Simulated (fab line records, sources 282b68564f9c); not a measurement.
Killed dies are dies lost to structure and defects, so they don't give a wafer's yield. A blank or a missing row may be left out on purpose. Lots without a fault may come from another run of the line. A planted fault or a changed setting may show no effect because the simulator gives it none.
fab line records | flow rit_cmos
record lots=14 wafers=42 last_day=7
route steps=202 shown PSD@147 M1@202
lots that met no fault: from a run of the same line without faults
start_h: hours from the record's first day to the start of the lot's first wafer shown | wait_h: hours since the lot's step before | " the same as in the row above | L1.1+2: a row that stands for several wafers | - no value, or no start given | * or withheld: withheld | < > ~ a bound
route shown NAME@n: a module of which the file shows steps, and the number in the route of the first | usual: mean/standard deviation of fault-free wafers | same: alike in all rows | chamber/n: place in a boat | sites: the reading at each site | _std_site: their standard deviation | _edge_site: outer sites' mean less inner sites' | radius_mm: how far each site lies from the wafer's centre | mask NAME#n: copy n | behind: the tool/chamber that last shaped the wafer | hold: why the lot was held/for how many hours/how that ended | device: the transistor (n, p or np) that didn't switch | end of line: the same wafers' tests at the end of the route | a step without rows: its recipe alone | killed: dies lost to structure and defects at the first sort, not the wafer's yield | map: a wafer's dies, x killed, . not, _ none there
set.NAME: the setting as run; set.NAME@STEP: as run at that earlier step | model.NAME: the simulator's own value behind a step, which no gauge read
steps of the route over a sample of lots; a table a step, a row a wafer
## steps
# step RIT_PSD_DEVELOP_05
# recipe resist=NOVOLAK develop_time_s=50 dev_temp_c=23
# usual chill_plate_temp_C=22.99/0.095 developer_temp_C=22.99/0.1
# columns lot.wafer tool chamber start_h wait_h chill_plate_temp_C developer_temp_C
L735.1 litho_track-04 0 50 - 22.93 22.91
L735.4 " 0 " " 23.00 23.01
L735.6 " 0 " " 22.91 22.94
L736.2 litho_track-04 0 57 - 22.89 22.81
L736.3 " 0 " " 22.84 22.82
L736.6 " 0 " " 22.97 22.93
L737.2 litho_track-02 0 60 - 23.04 22.94
L737.3 " 0 " " 22.97 22.94
L737.4 " 0 " " 22.99 22.86
L738.3 litho_track-02 0 67 - 23.00 22.78
L738.4 " 0 " " 22.87 22.94
L738.6 " 0 " " 23.01 22.85
L744.1 litho_track-03 0 102 - 23.03 23.07
L744.4 " 0 " " 22.97 23.06
L744.5 " 0 " " 22.85 23.04
L745.1 litho_track-04 0 106 - 23.01 22.90
L745.3 " 0 " " 23.04 22.84
L745.6 " 0 " " 22.91 23.13
L747.4 litho_track-04 0 122 - 22.85 23.13
L747.5 " 0 " " 22.97 23.02
L747.6 " 0 " " 22.95 22.93
L748.2 litho_track-02 0 124 - 22.97 23.07
L748.3 " 0 " " 23.05 22.98
L748.5 " 0 " " 23.07 23.00
L751.3 litho_track-02 0 140 - 22.97 23.08
L751.4 " 0 " " 23.01 23.03
L751.6 " 0 " " 22.98 23.14
L753.1 litho_track-02 0 143 - 22.95 22.20
L753.3 " 0 " " 22.96 22.16
L753.4 " 0 " " 23.02 22.18
L755.1 litho_track-02 0 152 - 23.00 22.15
L755.2 " 0 " " 23.23 22.09
L755.3 " 0 " " 23.13 22.12
L756.1 litho_track-03 0 155 - 22.93 22.99
L756.3 " 0 " " 23.12 23.10
L756.6 " 0 " " 23.09 23.03
L757.1 litho_track-03 0 163 - 22.89 22.98
L757.2 " 0 " " 22.96 23.05
L757.6 " 0 " " 23.07 22.91
L758.4 litho_track-03 0 165 - 22.95 23.10
L758.5 " 0 " " 23.04 23.10
L758.6 " 0 " " 22.87 23.16
# step RIT_M1_PROBE_99
# usual killed_at_M0_to_M3=0.0/0.25 killed_at_contacts=0.0/0.18 killed_at_front_end=7/3.4 killed_dies=7/3.4 killed_open=3.7/2.2 killed_short=3.6/2.2
# same gross_dies=264 killed_at_M4_up=0 killed_at_back_side=0 killed_at_other=0
# columns lot.wafer tool chamber start_h wait_h killed_at_M0_to_M3 killed_at_contacts killed_at_front_end killed_dies killed_open killed_short
L751.3 prober-01 - 149.78 0.2 0 1 2 3 1 2
L751.4 prober-01 - 149.83 0.2 0 0 8 8 2 6
L751.6 prober-01 - 149.93 0.2 0 0 6 6 2 4
L757.1 prober-02 - 171.56 0.1 0 0 7 7 2 5
L757.2 prober-02 - 171.61 0.1 0 0 11 11 6 5
L757.6 prober-02 - 171.81 0.2 0 0 4 4 2 2
L758.4 prober-01 - 174.17 0.2 0 0 9 9 3 6
L758.5 prober-01 - 174.22 0.2 0 0 13 13 7 6
L758.6 prober-01 - 174.27 0.2 0 0 4 4 2 2
# killed by level:class
L751.3 GATE:geometric_particle:open=1 GATE:geometric_particle:short=1 CONTACT:geometric_particle:short=1
L751.4 FOX1:geometric_particle:short=2 GATE:geometric_particle:short=2 GATE:geometric_particle:open=2 REOX:geometric_particle:short=1 SPACER:geometric_particle:short=1
L751.6 GATE:geometric_particle:short=3 GATE:geometric_particle:open=1 REOX:geometric_particle:short=1 SPACER:geometric_particle:open=1
L757.1 GATE:geometric_particle:short=3 FOX1:geometric_particle:short=1 REOX:geometric_particle:open=1 SPACER:geometric_particle:open=1 SPACER:geometric_particle:short=1
L757.2 FOX1:geometric_particle:short=2 GATE:geometric_particle:open=2 GATE:geometric_particle:short=2 SPACER:geometric_particle:open=2 FOX1:geometric_particle:open=1 FOX2:geometric_particle:open=1 SPACER:geometric_particle:short=1
L757.6 GATE:geometric_particle:short=2 REOX:geometric_particle:open=1 SILICIDE:geometric_particle:open=1
L758.4 GATE:geometric_particle:short=4 GATE:geometric_particle:open=2 REOX:geometric_particle:open=1 SPACER:geometric_particle:short=1 SILICIDE:geometric_particle:short=1
L758.5 GATE:geometric_particle:open=3 GATE:geometric_particle:short=3 SILICIDE:geometric_particle:open=2 FOX2:geometric_particle:open=1 FOX2:geometric_particle:short=1 REOX:geometric_particle:short=1 REOX:geometric_particle:open=1 SPACER:geometric_particle:short=1
L758.6 FOX2:geometric_particle:short=1 GATE:geometric_particle:open=1 REOX:geometric_particle:open=1 SILICIDE:geometric_particle:short=1
## key
first_sign step=RIT_PSD_DEVELOP_05 reading=developer_temp_C direction=down sigmas=8.4 usual=* struck=*
effect none on later readings
met_at RIT_PSD_DEVELOP_05
struck_lots L753,L755
tester_left_out L753,L755
onset_between 140 143
fault kind=process_parameter_drift tool=litho_track-02 chamber=- onset_h=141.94 steps=RIT_PSD_DEVELOP_05 channel=dev_temp_c offset=* shape=step end_h=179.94 acts_in=* stated=*
# tester_left_out: of these lots the tester's yield and bins aren't shown, on N5 and GAA mostly nor the transistor test; their killed dies are dies lost to structure and defects alone, not to doping, threshold or leakage, so they don't give the yield
